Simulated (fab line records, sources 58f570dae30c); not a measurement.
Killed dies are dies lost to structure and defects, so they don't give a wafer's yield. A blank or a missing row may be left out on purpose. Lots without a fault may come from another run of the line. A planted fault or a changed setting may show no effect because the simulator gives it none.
Which tool did it? | flow berkeley_cmos170 | 13 lots, 39 wafers sampled, at 2 steps of a route of 331

WHAT THE GAUGES READ, wafer by wafer
UCB170_M1_CD_MEAS_09: target cd 700 nm. Usual: cd_nm 700.4 nm, standard deviation 1.3.
lot  | measured     | on        | cd_nm (nm)        | flag
L545 | day 8 12:43  | cd_sem-01 | 700.3 700.0 700.5 |
L544 | day 8 13:37  | cd_sem-01 | 701.4 701.1 700.9 |
L550 | day 9 10:56  | cd_sem-01 | 617.1 614.0 616.6 | OFF
L551 | day 10 04:43 | cd_sem-01 | 702.1 700.5 701.0 |
L553 | day 10 15:34 | cd_sem-02 | 701.1 702.6 702.5 |
L557 | day 11 01:48 | cd_sem-02 | 701.1 700.6 700.6 |
L556 | day 11 15:43 | cd_sem-02 | 701.9 702.3 701.9 |
L558 | day 11 16:55 | cd_sem-02 | 702.6 702.4 701.6 |
L559 | day 11 17:19 | cd_sem-02 | 698.7 699.1 698.0 |
L560 | day 11 22:55 | cd_sem-01 | 699.1 699.5 700.0 |
L562 | day 11 23:23 | cd_sem-02 | 699.7 699.2 699.5 |
L565 | day 12 08:19 | cd_sem-02 | 698.9 699.4 700.1 |
L563 | day 12 11:38 | cd_sem-02 | 700.3 701.1 701.2 |

WHICH TOOL RAN EACH LOT (tool, then ch and the chambers of the sampled wafers, then the start)
lot  | UCB170_M1_EXPOSE_06
L545 | krf_scanner-01 ch 0, day 8 12:03
L544 | krf_scanner-02 ch 0, day 8 13:13
L550 | krf_scanner-01 ch 0, day 9 10:33
L551 | krf_scanner-02 ch 0, day 10 03:52
L553 | krf_scanner-02 ch 0, day 10 15:11
L557 | krf_scanner-01 ch 0, day 11 01:25
L556 | krf_scanner-02 ch 0, day 11 14:52
L558 | krf_scanner-02 ch 0, day 11 16:31
L559 | krf_scanner-02 ch 0, day 11 16:55
L560 | krf_scanner-02 ch 0, day 11 22:16
L562 | krf_scanner-01 ch 0, day 11 22:49
L565 | krf_scanner-01 ch 0, day 12 07:42
L563 | krf_scanner-02 ch 0, day 12 10:19
- UCB170_M1_EXPOSE_06: exposes mask METAL1, target cd 700 nm.

WHAT THE TOOLS THEMSELVES READ (means of the sampled wafers that have a number; where no wafer has one, the mark that the record gives instead)
The record holds no such reading with a usual standard deviation.

THE ANSWER, worked out from the rows above alone
Rule: a lot is off if the mean of its wafers that have a number lies more than 3 standard deviations from the usual mean. A lot without any number at a reading at which 4 lots or more have one is off too. The other lots that the step has rows for count as sound. The gauges are gone through in route order, then the tools' own readings, and for those a lot's mean is taken as printed above. The first step at which some lot is off is used, and at that step the reading that is off furthest; a lot without a number counts as furthest.
Off: L550, at UCB170_M1_CD_MEAS_09 (cd_nm).
A tool fits if, at a process step before that reading, it ran every lot that is off, and no sound lot after the first of them. The gauges at UCB170_M1_CD_MEAS_09 are tried like those tools. None of those tried fits.

WHAT THE SIMULATOR HAD PUT IN
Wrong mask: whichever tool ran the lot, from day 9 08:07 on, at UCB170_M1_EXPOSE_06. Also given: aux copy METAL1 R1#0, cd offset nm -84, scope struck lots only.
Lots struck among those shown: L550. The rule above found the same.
